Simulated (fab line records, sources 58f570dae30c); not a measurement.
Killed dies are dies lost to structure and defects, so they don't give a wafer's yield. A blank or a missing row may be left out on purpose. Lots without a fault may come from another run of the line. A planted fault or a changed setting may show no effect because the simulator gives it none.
Problem report in the 8D (eight disciplines) form, filled by code | flow berkeley_cmos170 | the parts of the form that need people (team, actions taken, sign-off) are left out

1. THE PROBLEM
chamber_o2_ppm at UCB170_SILICIDE_RTA_04 reads a mean of 61.992 on 9 wafers of 3 lots; wafers without a fault read 1.996 with a standard deviation of 0.024. That is +99 or more standard deviations from the usual mean.
The step: time 15 s.
First seen on wafer L124.2, day 9 14:56, on rtp_anneal-02. The record holds 21 wafers of 7 lots with a number at this step. Rule for "out", or "out of limits": more than 4 standard deviations from the usual mean. The other wafers with a number count as sound.

2. WHAT IT IS AND WHAT IT IS NOT
question                    | is                     | is not
which readings at this step | chamber_o2_ppm         | lamp_power_pct, wafer_temp_C_max
which lots                  | L124, L125, L127       | L116, L120, L129, L133
which wafers of those lots  | all that have a number | -
read on which tools         | rtp_anneal-02          | rtp_anneal-01
when                        | from day 9 14:56       | up to then (6 sound wafers); but 6 sound wafers of L129, L133 came after

3. SUSPECTS, AND WHAT RULES EACH OUT
Counting: a tool at a process step up to the reading stays a suspect if it ran every lot that is out and no sound lot after the first of them.
- rtp_anneal-02 at UCB170_SILICIDE_RTA_04 (time 15 s): kept. It ran every lot that is out, first L124 (day 9 14:56), and no sound lot after that; its last sound lot up to then is L120 (day 8 11:25). Its own readings are out on those wafers: chamber_o2_ppm.
Left after counting: rtp_anneal-02 at UCB170_SILICIDE_RTA_04.

4. THE CAUSE (what the simulator had put in)
Process parameter drift: rtp_anneal-02, from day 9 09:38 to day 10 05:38, at UCB170_SILICIDE_RTA_04. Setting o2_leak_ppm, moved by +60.
Counting left only this tool.

5. THE CHAIN OF EFFECTS, in route order
Each row: a reading whose mean over the struck wafers that have a number lies more than 3 standard deviations from the usual. Only readings for which the record gives a usual standard deviation are gone through. hours: the time from each lot's start at the first step in this table that gives one to its start at this step, as a median over the lots. sigmas: the change in usual standard deviations.
hours | step                   | reading        | usual | on struck wafers | change  | sigmas
0     | UCB170_SILICIDE_RTA_04 | chamber_o2_ppm | 1.996 | 61.992           | +59.996 | +99 or more
The process steps in it:
- UCB170_SILICIDE_RTA_04: time 15 s.

6. WHAT WOULD HAVE CAUGHT IT SOONER
In this record the first reading out of limits was taken at day 9 14:56, 5 hours after the fault began at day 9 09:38.
